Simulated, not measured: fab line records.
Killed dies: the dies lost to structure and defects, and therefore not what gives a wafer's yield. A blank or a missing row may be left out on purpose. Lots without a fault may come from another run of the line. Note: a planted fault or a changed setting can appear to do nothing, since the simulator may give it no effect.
Which tool is to blame? / flow berkeley_cmos170 / 7 lots, 21 wafers sampled, at 2 steps of a route of 331

== WHAT EACH GAUGE READ, for each wafer ==
UCB170_NVT_TW_MEAS_09.
lot=L979; measured=day 7 05:16; on=film_metro-02; NVT_TW=517 516 514
lot=L982; measured=day 7 14:56; on=film_metro-01; NVT_TW=521 523 522
lot=L983; measured=day 8 04:19; on=film_metro-03; NVT_TW=528 526 528
lot=L994; measured=day 10 16:30; on=film_metro-03; NVT_TW=529 525 527
lot=L995; measured=day 10 22:55; on=film_metro-03; NVT_TW=527 528 525
lot=L996; measured=day 11 08:17; on=film_metro-02; NVT_TW=520 520 523
lot=L998; measured=day 12 00:07; on=film_metro-01; NVT_TW=522 523 524

== TOOL THAT RAN EACH LOT (tool first, then ch and the chambers of the sampled wafers, then the start) ==
lot=L979; UCB170_NVT_IMPLANT_07=implanter-03 ch 0, day 7 05:01
lot=L982; UCB170_NVT_IMPLANT_07=implanter-01 ch 0, day 7 14:41
lot=L983; UCB170_NVT_IMPLANT_07=implanter-02 ch 0, day 8 04:05
lot=L994; UCB170_NVT_IMPLANT_07=implanter-02 ch 0, day 10 16:17
lot=L995; UCB170_NVT_IMPLANT_07=implanter-03 ch 0, day 10 22:41
lot=L996; UCB170_NVT_IMPLANT_07=implanter-02 ch 0, day 11 08:02
lot=L998; UCB170_NVT_IMPLANT_07=implanter-03 ch 0, day 11 23:54
- UCB170_NVT_IMPLANT_07

== THE ANSWER, worked out from the rows above alone ==
Rule: the lots themselves supply what counts as usual. Put in order of their means at a reading, lots are off if they are a third of the lots or fewer, leave a main group of 4 or more, and stand apart from it by a gap of 3 or more times the standard deviation of the main group's means; of several such gaps the widest counts. Not used: any main group whose means are identical at the precision the tables above print for the reading. Also off: a lot with no number at a reading for which 4 or more lots have one. All remaining lots with rows at the step are treated as sound.
Across all readings shown, no lot is off: no conclusion can be drawn from this.

== WHAT HAD BEEN PUT IN BY THE SIMULATOR ==
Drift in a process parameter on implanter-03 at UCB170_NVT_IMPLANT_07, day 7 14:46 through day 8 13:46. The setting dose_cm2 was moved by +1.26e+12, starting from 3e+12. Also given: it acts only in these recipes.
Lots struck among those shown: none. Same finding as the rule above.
